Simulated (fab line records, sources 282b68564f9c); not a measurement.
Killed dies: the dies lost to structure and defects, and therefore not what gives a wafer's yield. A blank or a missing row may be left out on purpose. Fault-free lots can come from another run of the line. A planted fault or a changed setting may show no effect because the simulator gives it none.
A struck lot beside a sound one	flow rit_cmos	41 out of 202 route steps
Sound: wafers L405.1, L405.3, L405.4. The struck wafers were L415.4, L415.5, L415.6. At the end, the cause is stated.
Per side, at each step with rows, come the tool, then ch with its chambers, and then its first start. Under that, the readings that differ: sound wafers	struck wafers	difference of the means	sigmas: that difference in standard deviations of wafers without a fault.
alike: a reading whose means differ by less than 2 such deviations, as well as words and numbers matching on both sides. not compared: withheld readings; readings where some wafer has no value; bounds like >300 that might hide an equal value; numbers whose values overlap and for which the record gives no deviation.
The two part at a step that has a row with sigmas, a row that says differs or no value, or rows on one side only. Numbers that don't overlap but have no deviation are shown without sigmas and don't part them. Lack of a reading on every wafer of one side parts them only where that side has two or more wafers.

first, 6 steps without rows for these wafers: RIT_NLDD_HMDS_00 (prime time 60 s); RIT_NLDD_COAT_01 (resist thk 1000 nm); RIT_NLDD_SOFTBAKE_02 (time 60 s); RIT_NLDD_EXPOSE_03 (exposes mask M7, target cd 40700 nm); RIT_NLDD_PEB_04; RIT_NLDD_DEVELOP_05 (develop time 50 s).
RIT_NLDD_OVL_MEAS_06:
  sound on overlay-02, day 4 12:38; struck on overlay-02, day 6 12:44
  alike: NLDD_OVL
then, 2 steps without rows for these wafers: RIT_NLDD_HARDBAKE_07 (time 60 s); RIT_NLDD_IMPLANT_08.
RIT_NLDD_STRIP_09: strips in O2, time 180 s.
  sound on plasma_asher-02 ch 0,1, day 4 13:01; struck on plasma_asher-02 ch 0,1, day 6 13:09
  alike: drypump_motor_current_A, o2_flow_sccm
  not compared: rf_hours_counter_h
RIT_NLDD_TW_MEAS_10:
  sound on film_metro-04, day 4 13:11; struck on film_metro-03, day 6 13:18
reading	sound	struck	difference	sigmas
NLDD_TW	2495 2500 2491	2459 2455 2463	-36	-2
then, 1 step without rows for these wafers: RIT_PLDD_HMDS_00 (prime time 60 s).
RIT_PLDD_COAT_01: resist thk 1000 nm.
  sound on litho_track-02 ch 0, day 4 13:24; struck on litho_track-02, day 6 13:33
  no value came back on the struck wafers for chill_plate_temp_C (C), dispense_pressure_kPa (kPa), exhaust_pa (Pa); on the sound wafers chill_plate_temp_C (C) reads 23.07 22.97 22.96
then, 4 steps without rows for these wafers: RIT_PLDD_SOFTBAKE_02 (time 60 s); RIT_PLDD_EXPOSE_03 (exposes mask M8, target cd 40900 nm); RIT_PLDD_PEB_04; RIT_PLDD_DEVELOP_05 (develop time 50 s).
RIT_PLDD_OVL_MEAS_06:
  sound on overlay-01, day 4 14:14; struck on overlay-01, day 6 14:20
reading	sound	struck	difference	sigmas
PLDD_OVL (nm)	-3.2 -4.2 -1.7	- - -	no value on the struck wafers	
then, 2 steps without rows for these wafers: RIT_PLDD_HARDBAKE_07 (time 60 s); RIT_PLDD_IMPLANT_08.
RIT_PLDD_STRIP_09: strips in O2, time 180 s.
  sound on plasma_asher-04 ch 0,1, day 4 14:34; struck on plasma_asher-02 ch 0,1, day 6 14:43
  alike: drypump_motor_current_A, o2_flow_sccm
  not compared: rf_hours_counter_h
RIT_PLDD_TW_MEAS_10:
  sound on film_metro-04, day 4 14:44; struck on film_metro-01, day 6 14:52
  alike: PLDD_TW
then, 4 steps without rows for these wafers: RIT_SPACER_CLEAN_00 (cleans in SC1, time 600 s); RIT_SPACER_CLEAN_01 (cleans in dHF, time 30 s); RIT_SPACER_CLEAN_02 (cleans in SC2, time 600 s); RIT_SPACER_CVD_03 (deposits Si3N4 from SiH2Cl2/NH3, target thk 250 nm, time 3300 s).
RIT_SPACER_THK_MEAS_04:
  sound on film_metro-02, day 4 17:05; struck on film_metro-04, day 6 17:44
  alike: SPACER_NITRIDE_THK
RIT_SPACER_ETCHBACK_05: etches Si3N4 in SF6/CHF3, stops on SiO2, target depth 250 nm, time 240 s.
  sound on rie_diel-04 ch 0,1,2, day 4 17:08; struck on rie_diel-01 ch 2,3, day 6 17:46
  alike: SF6_flow_sccm, drypump_motor_current_A, oes_product_au, throttle_valve_pct
  not compared: rf_hours_counter_h
then, 6 steps without rows for these wafers: RIT_NSD_HMDS_00 (prime time 60 s); RIT_NSD_COAT_01 (resist thk 1000 nm); RIT_NSD_SOFTBAKE_02 (time 60 s); RIT_NSD_EXPOSE_03 (exposes mask M9, target cd 40700 nm); RIT_NSD_PEB_04; RIT_NSD_DEVELOP_05 (develop time 50 s).
RIT_NSD_OVL_MEAS_06:
  sound on overlay-01, day 4 18:16; struck on overlay-02, day 6 18:49
  alike: NSD_OVL
then, 2 steps without rows for these wafers: RIT_NSD_HARDBAKE_07 (time 60 s); RIT_NSD_IMPLANT_08.
RIT_NSD_STRIP_09: strips in O2, time 180 s.
  sound on plasma_asher-04 ch 0,1, day 4 18:37; struck on plasma_asher-01 ch 0,1, day 6 19:11
  alike: drypump_motor_current_A, o2_flow_sccm
  not compared: rf_hours_counter_h
RIT_NSD_TW_MEAS_10:
  sound on film_metro-03, day 4 18:47; struck on film_metro-03, day 6 19:20
reading	sound	struck	difference	sigmas
NSD_TW	3105 3109 3114	3260 3263 3249	+148	+9
then, 1 step without rows for these wafers: RIT_PSD_HMDS_00 (prime time 60 s).
RIT_M1_PROBE_99:
  sound on prober-02, day 5 04:13; struck on prober-01, day 7 05:00
reading	sound	struck	difference	sigmas
killed_at_front_end	8 4 6	264 264 264	+258	+86
killed_dies	8 4 6	264 264 264	+258	+86
killed_on_rim	3 0 1	70 70 70	+69	+49
  alike: killed_at_contacts, killed_open, killed_short

## WHERE THEY PART
Earliest at RIT_NLDD_TW_MEAS_10; latest, in this record, at RIT_M1_PROBE_99.

WHY: the cause the simulator had injected
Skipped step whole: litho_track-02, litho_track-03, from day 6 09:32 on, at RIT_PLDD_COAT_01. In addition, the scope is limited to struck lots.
